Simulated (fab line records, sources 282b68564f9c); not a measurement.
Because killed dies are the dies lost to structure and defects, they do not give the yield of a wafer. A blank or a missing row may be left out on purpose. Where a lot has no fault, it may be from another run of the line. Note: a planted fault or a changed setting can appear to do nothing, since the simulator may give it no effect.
fab line records	flow ritCmos
record lots=6	wafers=18	lastDay=8
route steps=202 shown ACTIVE@11 FOX1@20 FOX2@23 NWELL@28 PWELL@39 WELLDRIVE@50 M1@202
lots that met no fault: taken from a fault-free run of the same line
startH: hours from the record's first day to the start of the lot's first wafer shown	waitH: how many hours have passed since the lot's step before this one	" identical to the entry in the row above	L1.1+2: one row covering several wafers at once	- no value present, or no start provided	* or withheld: withheld	< > ~ a bound
route shown NAME@n: NAME is a module with steps in the file, n the number in the route of the first one	usual: mean and standard deviation over wafers with no fault	same: alike in all rows	chamber/n: place in a boat	sites: each site's reading	_std_site: their standard deviation	_edge_site: mean of outer sites minus mean of inner sites	radiusMm: how far each site lies from the wafer's centre	mask NAME#n: copy n	behind: tool/chamber where the wafer was last shaped	hold: why the lot was held/for how many hours/how that ended	device: which transistor (n, p or np) failed to switch	end of line: the tests these same wafers got at the end of their route	a step with no rows: only its recipe	killed: dies lost to structure and defects at the first sort, not the wafer's yield	map: a wafer's dies, x killed, . not, _ none there
set.NAME: the setting the step ran with; set.NAME@STEP: the setting that earlier step ran with	model.NAME: the simulator's own value behind a step, which no gauge read
certain route steps with their lots: each step a table, each wafer a row
services: when a tool's chamber went out of use (startH, in hours from the record's first day, below 0 if earlier), for how many hours, and the reason
## steps
# step RIT_ACTIVE_DEVELOP_10
# recipe resist=NOVOLAK	developTimeS=50	devTempC=23
# step RIT_ACTIVE_CD_MEAS_11
# recipe targetCdNm=1400
# usual cdNm=1398.4/2.2
lot.wafer	tool	chamber	startH	waitH	cdNm
L220.1	cdSem-01	-	23.36	-	1398.9
L220.5	"	-	"	"	1398.7
L220.6	"	-	"	"	1400.1
L226.3	cdSem-01	-	50.19	-	1396.2
L226.4	"	-	"	"	1395.9
L226.5	"	-	"	"	1395.6
L231.3	cdSem-02	-	75.28	-	1399.2
L231.4	"	-	"	"	1398.4
L231.5	"	-	"	"	1399.6
L238.2	cdSem-01	-	110.39	-	1400.6
L238.4	"	-	"	"	1401.5
L238.5	"	-	"	"	1399.1
L239.1	cdSem-02	-	116.81	-	1400.4
L239.5	"	-	"	"	1398.8
L239.6	"	-	"	"	1400.0
L242.2	cdSem-01	-	129.58	-	1401.1
L242.3	"	-	"	"	1400.8
L242.5	"	-	"	"	1400.5
# step RIT_ACTIVE_HARDBAKE_12
# recipe resist=NOVOLAK	tempC=140	timeS=60
# step RIT_ACTIVE_ETCH_13
# recipe stopOn=SiO2	chemistry=SF6	target=Si3N4	timeS=210	overEtchFrac=0.4	SF6_flow_sccm=200	pressureMtorr=260	rfW=125	targetDepthA=2100
# usual drypumpMotorCurrentA=5.7/0.34	oesProductAu=0.827/0.011	throttleValvePct=7.53/0.19
# same overEtchFrac=0.4
lot.wafer	tool	chamber	startH	waitH	drypumpMotorCurrentA	oesProductAu	rfHoursCounterH	throttleValvePct
L220.1	rieDiel-04	1	23.63	0.1	6.1	0.834	42	7.79
L220.5	"	3	"	"	5.3	0.818	-	7.31
L220.6	"	2	"	"	6.1	0.817	-	7.29
L226.3	rieDiel-01	0	50.42	0.1	5.3	0.851	3	7.38
L226.4	"	2	"	"	5.8	0.814	113	7.55
L226.5	"	1	"	"	5.5	0.817	-	7.70
L231.3	rieDiel-01	0	75.51	0.1	5.2	0.848	4	7.38
L231.4	"	3	"	"	5.4	0.816	8	7.53
L231.5	"	0	"	"	5.3	0.845	-	7.38
L238.2	rieDiel-01	1	110.64	0.1	5.5	0.820	45	7.67
L238.4	"	3	"	"	5.4	0.811	9	7.54
L238.5	"	0	"	"	5.3	0.845	-	7.38
L239.1	rieDiel-01	2	117.08	0.1	5.8	0.820	114	7.56
L239.5	"	1	"	"	5.5	0.807	-	7.67
L239.6	"	0	"	"	5.3	0.850	-	7.37
L242.2	rieDiel-04	1	129.83	0.1	6.0	0.838	44	7.79
L242.3	"	2	"	"	6.0	0.829	92	7.29
L242.5	"	0	"	"	5.8	0.842	-	7.81
# step RIT_ACTIVE_STRIP_14
# recipe chemistry=O2	timeS=180	resist=NOVOLAK	platenTempC=withheld	powerW=500	pressureMtorr=4000	o2FlowSccm=4000
# usual drypumpMotorCurrentA=5.8/0.44	o2FlowSccm=4000/11	rfReflPowerW=7.4/1.7
lot.wafer	tool	chamber	startH	waitH	drypumpMotorCurrentA	o2FlowSccm	rfHoursCounterH	rfReflPowerW
L220.1	plasmaAsher-01	1	23.77	0.1	5.2	4004	37	9.3
L220.5	"	1	"	"	5.2	3993	-	9.0
L220.6	"	0	"	"	5.1	4008	-	6.4
L226.3	plasmaAsher-03	0	50.61	0.1	6.0	4018	-	9.3
L226.4	"	1	"	"	5.7	3996	-	8.4
L226.5	"	1	"	"	5.7	3996	-	8.3
L231.3	plasmaAsher-04	1	75.70	0.1	6.4	4008	-	5.2
L231.4	"	0	"	"	5.8	4003	-	5.7
L231.5	"	0	"	"	5.8	4011	-	5.3
L238.2	plasmaAsher-03	1	110.77	0.1	5.7	3999	47	8.5
L238.4	"	1	"	"	5.7	4006	-	8.3
L238.5	"	1	"	"	5.6	4002	-	8.2
L239.1	plasmaAsher-03	0	117.21	0.1	6.0	4000	48	9.8
L239.5	"	1	"	"	5.7	4017	-	8.3
L239.6	"	0	"	"	6.0	3997	-	9.4
L242.2	plasmaAsher-03	0	129.97	0.1	6.1	3988	50	9.7
L242.3	"	1	"	"	5.7	3978	-	8.4
L242.5	"	0	"	"	6.1	3983	-	9.7
# step RIT_ACTIVE_CD_MEAS_90
# recipe targetCdNm=1400
# usual cdNm=1398.5/2.2
lot.wafer	tool	chamber	startH	waitH	cdNm
L220.1	cdSem-02	-	23.94	0.1	1399.2
L220.5	"	-	"	"	1399.4
L220.6	"	-	"	"	1400.5
L226.3	cdSem-02	-	50.77	0.1	1396.5
L226.4	"	-	"	"	1395.6
L226.5	"	-	"	"	1395.6
L231.3	cdSem-02	-	75.86	0.1	1399.8
L231.4	"	-	"	"	1397.8
L231.5	"	-	"	"	1399.6
L238.2	cdSem-02	-	110.97	0.1	1401.0
L238.4	"	-	"	"	1401.0
L238.5	"	-	"	"	1399.6
L239.1	cdSem-01	-	117.39	0.1	1400.1
L239.5	"	-	"	"	1398.5
L239.6	"	-	"	"	1400.5
L242.2	cdSem-02	-	130.16	0.1	1401.2
L242.3	"	-	"	"	1400.8
L242.5	"	-	"	"	1400.1
# step RIT_ACTIVE_CLEAN_15
# recipe chemistry=SC1	mix=3:3:50	timeS=600	tempC=75
# step RIT_ACTIVE_CLEAN_16
# recipe chemistry=dHF	dilution=50:1	timeS=30
# step RIT_ACTIVE_CLEAN_17
# recipe chemistry=SC2	mix=3:3:50	timeS=600	tempC=75	dry=n2Spin
# step RIT_FOX1_OXIDATION_00
# recipe tempC=1100	ambient=H2O	targetThkA=3507	pH2oTorr=720	oxTimeS=1130
# step RIT_FOX1_THK_MEAS_01
# recipe reads=SiO2_of_FOX1_OXIDATION_00
# usual FOX1_OXIDE_THK=351/7.9
lot.wafer	tool	chamber	startH	waitH	FOX1_OXIDE_THK[nm]
L220.1	filmMetro-01	-	26.74	0.0	344
L220.5	"	-	"	"	340
L220.6	"	-	"	"	346
L226.3	filmMetro-04	-	55.37	0.0	342
L226.4	"	-	"	"	341
L226.5	"	-	"	"	342
L231.3	filmMetro-04	-	77.66	0.0	366
L231.4	"	-	"	"	358
L231.5	"	-	"	"	363
L238.2	filmMetro-04	-	118.29	0.0	344
L238.4	"	-	"	"	342
L238.5	"	-	"	"	338
L239.1	filmMetro-01	-	121.07	0.0	355
L239.5	"	-	"	"	358
L239.6	"	-	"	"	352
L242.2	filmMetro-01	-	133.17	0.0	332
L242.3	"	-	"	"	333
L242.5	"	-	"	"	332
# step RIT_FOX1_WET_ETCH_02
# recipe chemistry=BOE	targetDepthNm=350	timeS=390	tempC=21.5	dry=n2Spin	dilution=10:1	target=SiO2
# step RIT_FOX2_OXIDATION_00
# recipe tempC=1100	ambient=H2O	targetThkA=3507	pH2oTorr=720	oxTimeS=1158
# usual oxTempCMax=1107.0/1.6
lot.wafer	tool	chamber	startH	waitH	oxTempCMax
L220.1	furnace-01	0	26.99	0.1	1107.5
L220.5	"	0	"	"	1106.3
L220.6	"	0	"	"	1106.1
L226.3	furnace-03	0	55.53	0.0	1111.9
L226.4	"	0	"	"	1111.9
L226.5	"	0	"	"	1107.3
L231.3	furnace-01	0	77.82	0.0	1105.8
L231.4	"	0	"	"	1107.7
L231.5	"	0	"	"	1106.3
L238.2	furnace-03	0	120.62	2.1	1107.0
L238.4	"	0	"	"	1108.5
L238.5	"	0	"	"	1109.1
L239.1	furnace-03	0	123.01	1.8	1106.7
L239.5	"	0	"	"	1108.5
L239.6	"	0	"	"	1108.8
L242.2	furnace-01	0	133.35	0.0	1105.7
L242.3	"	0	"	"	1106.8
L242.5	"	0	"	"	1105.3
# step RIT_FOX2_THK_MEAS_01
# recipe reads=SiO2_of_FOX2_OXIDATION_00
# usual FOX2_OXIDE_THK=356/7.8
lot.wafer	tool	chamber	startH	waitH	FOX2_OXIDE_THK[nm]
L220.1	filmMetro-01	-	28.30	0.0	347
L220.5	"	-	"	"	348
L220.6	"	-	"	"	344
L226.3	filmMetro-01	-	56.86	0.0	354
L226.4	"	-	"	"	353
L226.5	"	-	"	"	351
L231.3	filmMetro-01	-	79.16	0.0	352
L231.4	"	-	"	"	345
L231.5	"	-	"	"	355
L238.2	filmMetro-04	-	121.94	0.0	367
L238.4	"	-	"	"	360
L238.5	"	-	"	"	365
L239.1	filmMetro-04	-	124.32	0.0	350
L239.5	"	-	"	"	351
L239.6	"	-	"	"	356
L242.2	filmMetro-04	-	134.67	0.0	349
L242.3	"	-	"	"	347
L242.5	"	-	"	"	355
# step RIT_FOX2_CLEAN_02
# recipe chemistry=dHF	dilution=50:1	timeS=180
# step RIT_FOX2_WET_ETCH_03
# recipe chemistry=H3PO4	target=Si3N4	targetDepthNm=195	tempC=165	timeS=2700
# step RIT_FOX2_THK_MEAS_90
# recipe reads=SiO2_of_FOX2_OXIDATION_00
# usual FIELD_OXIDE_LEFT_1_THK=329/7.9
lot.wafer	tool	chamber	startH	waitH	FIELD_OXIDE_LEFT_1_THK[nm]
L220.1	filmMetro-03	-	29.18	0.0	320
L220.5	"	-	"	"	321
L220.6	"	-	"	"	316
L226.3	filmMetro-04	-	57.74	0.0	327
L226.4	"	-	"	"	326
L226.5	"	-	"	"	323
L231.3	filmMetro-01	-	80.04	0.0	325
L231.4	"	-	"	"	318
L231.5	"	-	"	"	328
L238.2	filmMetro-01	-	122.89	0.0	339
L238.4	"	-	"	"	332
L238.5	"	-	"	"	338
L239.1	filmMetro-01	-	125.27	0.0	323
L239.5	"	-	"	"	324
L239.6	"	-	"	"	329
L242.2	filmMetro-03	-	135.62	0.0	321
L242.3	"	-	"	"	320
L242.5	"	-	"	"	327
# step RIT_NWELL_HMDS_00
# recipe primeTimeS=60	primeTempC=140
# step RIT_NWELL_COAT_01
# recipe resist=NOVOLAK	spinRpm=2000	resistThkNm=1300
# step RIT_NWELL_SOFTBAKE_02
# recipe resist=NOVOLAK	tempC=90	timeS=60
# step RIT_NWELL_EXPOSE_03
# recipe maskId=M2	na=0.57	targetCdNm=43900	doseMj=250
# step RIT_NWELL_PEB_04
# recipe resist=NOVOLAK	tempC=withheld	timeS=withheld
# step RIT_NWELL_DEVELOP_05
# recipe resist=NOVOLAK	developTimeS=68	devTempC=23
# step RIT_NWELL_OVL_MEAS_06
# usual NWELL_OVL=0.8/1.4
lot.wafer	tool	chamber	startH	waitH	NWELL_OVL[nm]
L220.1	overlay-02	-	30.12	-	0.4
L220.5	"	-	"	"	0.0
L220.6	"	-	"	"	1.6
L226.3	overlay-02	-	58.67	-	1.7
L226.4	"	-	"	"	2.9
L226.5	"	-	"	"	-0.3
L231.3	overlay-01	-	81.12	-	1.0
L231.4	"	-	"	"	0.2
L231.5	"	-	"	"	2.9
L238.2	overlay-01	-	123.99	-	-0.4
L238.4	"	-	"	"	2.0
L238.5	"	-	"	"	0.1
L239.1	overlay-02	-	126.27	-	-0.5
L239.5	"	-	"	"	0.9
L239.6	"	-	"	"	3.0
L242.2	overlay-01	-	136.68	-	1.0
L242.3	"	-	"	"	0.6
L242.5	"	-	"	"	-1.5
# step RIT_NWELL_HARDBAKE_07
# recipe resist=NOVOLAK	tempC=140	timeS=120
# step RIT_NWELL_IMPLANT_08
# recipe species=P	energyKev=170	doseCm2=5e+13	tiltDeg=7
# step RIT_NWELL_STRIP_09
# recipe chemistry=O2	timeS=180	resist=NOVOLAK	platenTempC=withheld	powerW=500	pressureMtorr=4000	o2FlowSccm=4000
# usual drypumpMotorCurrentA=6.0/0.46	o2FlowSccm=4000/10	rfReflPowerW=7.0/1.7
lot.wafer	tool	chamber	startH	waitH	drypumpMotorCurrentA	o2FlowSccm	rfHoursCounterH	rfReflPowerW
L220.1	plasmaAsher-03	0	30.56	0.1	6.0	4007	38	9.2
L220.5	"	0	"	"	6.1	4011	-	9.6
L220.6	"	1	"	"	5.6	3978	-	8.4
L226.3	plasmaAsher-04	1	59.16	0.1	6.4	4011	-	5.1
L226.4	"	0	"	"	5.8	4004	-	5.3
L226.5	"	0	"	"	5.8	4016	-	5.5
L231.3	plasmaAsher-04	0	81.60	0.1	5.8	4011	-	5.4
L231.4	"	1	"	"	6.4	4005	-	4.9
L231.5	"	0	"	"	5.8	4014	-	5.6
L238.2	plasmaAsher-04	1	124.42	0.1	6.4	4002	1	5.2
L238.4	"	0	"	"	5.8	4012	-	5.5
L238.5	"	1	"	"	6.4	4001	-	5.0
L239.1	plasmaAsher-03	1	126.71	0.1	5.6	4010	49	8.2
L239.5	"	1	"	"	5.6	4005	-	8.3
L239.6	"	0	"	"	6.1	3996	-	9.2
L242.2	plasmaAsher-03	0	137.11	0.1	6.1	4003	50	9.5
L242.3	"	1	"	"	5.6	4007	-	8.3
L242.5	"	0	"	"	6.0	4010	-	9.7
# step RIT_NWELL_TW_MEAS_10
# usual NWELL_TW=2151/15
lot.wafer	tool	chamber	startH	waitH	NWELL_TW
L220.1	filmMetro-03	-	30.73	0.1	2132
L220.5	"	-	"	"	2138
L220.6	"	-	"	"	2142
L226.3	filmMetro-03	-	59.29	0.1	2142
L226.4	"	-	"	"	2147
L226.5	"	-	"	"	2150
L231.3	filmMetro-04	-	81.74	0.1	2169
L231.4	"	-	"	"	2167
L231.5	"	-	"	"	2176
L238.2	filmMetro-03	-	124.60	0.1	2132
L238.4	"	-	"	"	2137
L238.5	"	-	"	"	2131
L239.1	filmMetro-04	-	126.88	0.1	2160
L239.5	"	-	"	"	2147
L239.6	"	-	"	"	2148
L242.2	filmMetro-04	-	137.30	0.1	2149
L242.3	"	-	"	"	2163
L242.5	"	-	"	"	2157
# step RIT_PWELL_HMDS_00
# recipe primeTimeS=60	primeTempC=140
# step RIT_PWELL_COAT_01
# recipe resist=NOVOLAK	spinRpm=2000	resistThkNm=1300
# step RIT_PWELL_SOFTBAKE_02
# recipe resist=NOVOLAK	tempC=90	timeS=60
# step RIT_PWELL_EXPOSE_03
# recipe maskId=M3	na=0.57	targetCdNm=43700	doseMj=250
# step RIT_PWELL_PEB_04
# recipe resist=NOVOLAK	tempC=withheld	timeS=withheld
# step RIT_PWELL_DEVELOP_05
# recipe resist=NOVOLAK	developTimeS=68	devTempC=23
# step RIT_PWELL_OVL_MEAS_06
# usual PWELL_OVL=-0.2/1.5
lot.wafer	tool	chamber	startH	waitH	PWELL_OVL[nm]
L220.1	overlay-01	-	31.77	-	-2.1
L220.5	"	-	"	"	-2.0
L220.6	"	-	"	"	-1.2
L226.3	overlay-02	-	60.35	-	0.7
L226.4	"	-	"	"	1.3
L226.5	"	-	"	"	-0.4
L231.3	overlay-02	-	82.80	-	-1.2
L231.4	"	-	"	"	-1.4
L231.5	"	-	"	"	0.5
L238.2	overlay-02	-	125.66	-	0.6
L238.4	"	-	"	"	1.0
L238.5	"	-	"	"	0.7
L239.1	overlay-01	-	127.95	-	1.6
L239.5	"	-	"	"	1.3
L239.6	"	-	"	"	0.0
L242.2	overlay-01	-	138.23	-	0.9
L242.3	"	-	"	"	1.0
L242.5	"	-	"	"	-0.6
# step RIT_PWELL_HARDBAKE_07
# recipe resist=NOVOLAK	tempC=140	timeS=120
# step RIT_PWELL_IMPLANT_08
# recipe species=B	energyKev=170	doseCm2=7.07e+13	tiltDeg=7
# step RIT_PWELL_STRIP_09
# recipe chemistry=O2	timeS=180	resist=NOVOLAK	platenTempC=withheld	powerW=500	pressureMtorr=4000	o2FlowSccm=4000
# usual drypumpMotorCurrentA=5.6/0.55	o2FlowSccm=4001/11	rfReflPowerW=8.1/1.1
lot.wafer	tool	chamber	startH	waitH	drypumpMotorCurrentA	o2FlowSccm	rfHoursCounterH	rfReflPowerW
L220.1	plasmaAsher-01	1	32.20	0.1	5.2	4025	38	8.6
L220.5	"	0	"	"	5.1	4003	-	6.4
L220.6	"	1	"	"	5.2	4017	-	9.0
L226.3	plasmaAsher-02	1	60.83	0.1	5.1	4005	-	7.0
L226.4	"	0	"	"	6.5	4005	-	8.7
L226.5	"	0	"	"	6.5	4005	-	8.6
L231.3	plasmaAsher-02	1	83.28	0.1	5.1	3991	-	6.7
L231.4	"	0	"	"	6.5	4003	-	8.8
L231.5	"	1	"	"	5.1	3996	-	7.0
L238.2	plasmaAsher-02	0	126.18	0.1	6.4	4000	34	8.7
L238.4	"	0	"	"	6.5	4017	-	8.8
L238.5	"	1	"	"	5.1	4004	-	6.9
L239.1	plasmaAsher-03	0	128.39	0.1	6.1	4002	49	9.3
L239.5	"	0	"	"	6.0	4004	-	9.3
L239.6	"	1	"	"	5.6	3996	-	8.1
L242.2	plasmaAsher-02	0	138.76	0.1	6.5	3993	35	8.7
L242.3	"	0	"	"	6.5	3990	-	8.9
L242.5	"	1	"	"	5.1	3998	-	6.9
# step RIT_PWELL_TW_MEAS_10
# usual PWELL_TW=960/6
lot.wafer	tool	chamber	startH	waitH	PWELL_TW
L220.1	filmMetro-04	-	32.38	0.1	959
L220.5	"	-	"	"	955
L220.6	"	-	"	"	955
L226.3	filmMetro-03	-	60.97	0.1	952
L226.4	"	-	"	"	958
L226.5	"	-	"	"	954
L231.3	filmMetro-02	-	83.42	0.1	966
L231.4	"	-	"	"	966
L231.5	"	-	"	"	966
L238.2	filmMetro-04	-	126.37	0.1	962
L238.4	"	-	"	"	957
L238.5	"	-	"	"	961
L239.1	filmMetro-04	-	128.56	0.1	963
L239.5	"	-	"	"	965
L239.6	"	-	"	"	963
L242.2	filmMetro-04	-	138.95	0.1	964
L242.3	"	-	"	"	959
L242.5	"	-	"	"	960
# step RIT_WELLDRIVE_ANNEAL_00
# recipe tempC=1100	timeS=14700	ambient=N2
# step RIT_WELLDRIVE_RS_MEAS_01
# recipe thkMeasGauge=four-point-probe
# usual NWELL_RS=275.4/0.85
lot.wafer	tool	chamber	startH	waitH	NWELL_RS[ohm/sq]
L220.1	filmMetro-04	-	38.42	0.0	274.4
L220.5	"	-	"	"	275.6
L220.6	"	-	"	"	275.8
L226.3	filmMetro-04	-	66.13	0.0	274.6
L226.4	"	-	"	"	274.6
L226.5	"	-	"	"	274.5
L231.3	filmMetro-04	-	89.93	0.0	275.8
L231.4	"	-	"	"	275.8
L231.5	"	-	"	"	275.9
L238.2	filmMetro-02	-	131.86	0.0	276.6
L238.4	"	-	"	"	276.0
L238.5	"	-	"	"	275.3
L239.1	filmMetro-04	-	135.65	0.0	276.4
L239.5	"	-	"	"	277.0
L239.6	"	-	"	"	276.2
L242.2	filmMetro-03	-	146.17	0.0	275.4
L242.3	"	-	"	"	275.2
L242.5	"	-	"	"	275.8
# step RIT_WELLDRIVE_RS_MEAS_02
# recipe thkMeasGauge=four-point-probe
# usual PWELL_RS=426.9/1.4
lot.wafer	tool	chamber	startH	waitH	PWELL_RS[ohm/sq]
L220.1	filmMetro-04	-	38.54	0.1	426.6
L220.5	"	-	"	"	426.4
L220.6	"	-	"	"	427.9
L226.3	filmMetro-04	-	66.25	0.1	426.6
L226.4	"	-	"	"	426.9
L226.5	"	-	"	"	425.6
L231.3	filmMetro-04	-	90.05	0.1	425.9
L231.4	"	-	"	"	427.2
L231.5	"	-	"	"	424.9
L238.2	filmMetro-02	-	131.98	0.1	427.6
L238.4	"	-	"	"	428.3
L238.5	"	-	"	"	428.4
L239.1	filmMetro-04	-	135.77	0.1	426.2
L239.5	"	-	"	"	425.7
L239.6	"	-	"	"	426.1
L242.2	filmMetro-03	-	146.29	0.1	427.2
L242.3	"	-	"	"	427.1
L242.5	"	-	"	"	425.6
# step RIT_M1_PROBE_99
# usual killedAtContacts=0.1/0.23	killedAtFrontEnd=7/3	killedDies=7/3	killedOnRim=2.0/1.2	killedOpen=3.3/2.1	killedShort=3.7/1.9
# same grossDies=264	killed_at_M0_to_M3=0	killed_at_M4_up=0	killedAtBackSide=0	killedAtOther=0
lot.wafer	tool	chamber	startH	waitH	killedAtContacts	killedAtFrontEnd	killedDies	killedOnRim	killedOpen	killedShort
L220.1	prober-01	-	70.39	0.1	0	3	3	0	0	3
L220.5	prober-01	-	70.59	0.2	0	4	4	1	2	2
L220.6	prober-01	-	70.64	0.2	0	6	6	1	0	6
L226.3	prober-01	-	99.40	0.2	0	5	5	1	4	1
L226.4	prober-01	-	99.45	0.2	0	10	10	4	3	7
L226.5	prober-01	-	99.50	0.2	0	9	9	3	4	5
L231.3	prober-02	-	119.78	0.2	0	7	7	1	4	3
L231.4	prober-02	-	119.83	0.2	0	8	8	1	3	5
L231.5	prober-02	-	119.88	0.2	1	5	6	1	1	5
L238.2	prober-01	-	171.46	0.1	0	74	74	20	4	7
L238.4	prober-01	-	171.56	0.2	0	74	74	17	3	6
L238.5	prober-01	-	171.61	0.2	0	70	70	19	4	5
L239.1	prober-02	-	177.26	0.1	0	65	65	9	7	6
L239.5	prober-02	-	177.46	0.2	0	77	77	23	1	3
L239.6	prober-02	-	177.51	0.2	0	71	71	17	2	6
# killed by level:class
L220.1 GATE:geometricParticle:short=3
L220.5 GATE:geometricParticle:open=2 FOX2:geometricParticle:short=1 SPACER:geometricParticle:short=1
L220.6 SPACER:geometricParticle:short=3 REOX:geometricParticle:short=2 GATE:geometricParticle:short=1
L226.3 GATE:geometricParticle:open=3 FOX2:geometricParticle:short=1 REOX:geometricParticle:open=1
L226.4 GATE:geometricParticle:short=3 FOX1:geometricParticle:open=1 FOX1:geometricParticle:short=1 FOX2:geometricParticle:short=1 GATE:geometricParticle:open=1 REOX:geometricParticle:open=1 SPACER:geometricParticle:short=1 SILICIDE:geometricParticle:short=1
L226.5 GATE:geometricParticle:short=3 GATE:geometricParticle:open=2 FOX1:geometricParticle:open=1 SPACER:geometricParticle:short=1 SILICIDE:geometricParticle:open=1 SILICIDE:geometricParticle:short=1
L231.3 GATE:geometricParticle:short=2 REOX:geometricParticle:open=2 FOX1:geometricParticle:open=1 GATE:geometricParticle:open=1 SILICIDE:geometricParticle:short=1
L231.4 FOX1:geometricParticle:short=2 REOX:geometricParticle:short=2 SPACER:geometricParticle:open=2 REOX:geometricParticle:open=1 SPACER:geometricParticle:short=1
L231.5 SILICIDE:geometricParticle:short=3 FOX1:geometricParticle:short=1 REOX:geometricParticle:open=1 CONTACT:geometricParticle:short=1
L238.2 FOX2:unspecified=63 GATE:geometricParticle:short=4 GATE:geometricParticle:open=3 FOX1:geometricParticle:short=1 FOX1:geometricParticle:open=1 REOX:geometricParticle:short=1 SPACER:geometricParticle:short=1
L238.4 FOX2:unspecified=65 GATE:geometricParticle:short=3 GATE:geometricParticle:open=2 SPACER:geometricParticle:short=2 FOX1:geometricParticle:open=1 SILICIDE:geometricParticle:short=1
L238.5 FOX2:unspecified=61 SPACER:geometricParticle:short=2 FOX1:geometricParticle:short=1 FOX1:geometricParticle:open=1 GATE:geometricParticle:open=1 REOX:geometricParticle:open=1 REOX:geometricParticle:short=1 SILICIDE:geometricParticle:open=1
L239.1 FOX2:unspecified=52 FOX1:geometricParticle:open=3 GATE:geometricParticle:short=3 REOX:geometricParticle:open=3 SPACER:geometricParticle:short=2 FOX2:geometricParticle:short=1 GATE:geometricParticle:open=1
L239.5 FOX2:unspecified=73 GATE:geometricParticle:short=2 GATE:geometricParticle:open=1 SILICIDE:geometricParticle:short=1
L239.6 FOX2:unspecified=63 GATE:geometricParticle:short=3 REOX:geometricParticle:short=2 FOX2:geometricParticle:short=1 GATE:geometricParticle:open=1 REOX:geometricParticle:open=1
# map L238.2 (x killed, . not)
________xxx..x._______
_____.x..x..x....x____
____..x........x..x___
___x......x...x...xx__
__....x...x.........x_
__.x.x......x..x....x_
_......x.x.x..x.......
_...xx..x....x........
_.x..x.xxx.x..........
_.xxx.....xx..x.x..xx.
__..xxxxx.xxx.x......_
__...x.....xx..xxx..._
___x.x.........x...x__
____x..x.......x...___
_____....xx...x...____
________..x.x.._______
# map L239.5 (x killed, . not)
________.....x._______
_____...x.....x...____
____xx....xx.xx....___
___x.....x.x.xx.....__
__....xx.x..x.x.x...._
__.....x..xx..xx....._
_.x.....x.x.x.xx.x.x..
_.........x...x......x
_......x.x...........x
_x.xx.x...xxx......x.x
__xxx.x......x......._
__...xx...........x.._
___...x.x.x...x..x.x__
____x.x...x...xx.xx___
_____x...x....x..x____
________.xx.xx._______
## services
tool	chamber	startH	hours	kind
furnace-01	-	3.95	2.5	pm
plasmaAsher-03	-	8.36	3.6	repair
furnace-03	-	20.98	3.4	pm
rieDiel-01	2	21.06	5.6	repair
rieDiel-04	-	29.57	4.0	repair
furnace-03	-	66.09	4.4	pm
plasmaAsher-01	-	74.82	4.1	repair
rieDiel-04	-	92.32	0.2	repair
furnace-01	-	107.98	4.5	pm
plasmaAsher-04	-	108.75	9.0	pm
plasmaAsher-04	0	108.75	9.0	ventCycle
plasmaAsher-04	1	108.75	9.0	ventCycle
plasmaAsher-02	-	114.45	7.6	repair
plasmaAsher-04	0	117.75	-	clean
plasmaAsher-04	1	117.75	-	clean
## key
firstSign step=RIT_M1_PROBE_99	reading=killedAtFrontEnd	direction=up	sigmas=22	usual=7	struck=72
effect step=RIT_M1_PROBE_99	reading=killedDies	direction=up	sigmas=21	usual=7	struck=72
metAt RIT_FOX2_OXIDATION_00
struckWafers L238.2,L238.4,L238.5,L239.1,L239.5,L239.6
testerLeftOut L238,L239
onsetBetween 55.53 120.62
alsoFits RIT_ACTIVE_ETCH_13:rieDiel-01
fault kind=chamberParticleSource	tool=furnace-03	chamber=-	onsetH=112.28	steps=RIT_FOX2_OXIDATION_00	ratePerVisitCm2=0.4987	endH=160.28
# testerLeftOut: of these lots the tester's yield and bins aren't shown, on N5 and GAA mostly nor the transistor test; their killed dies are dies lost to structure and defects alone, not to doping, threshold or leakage, so they don't give the yield
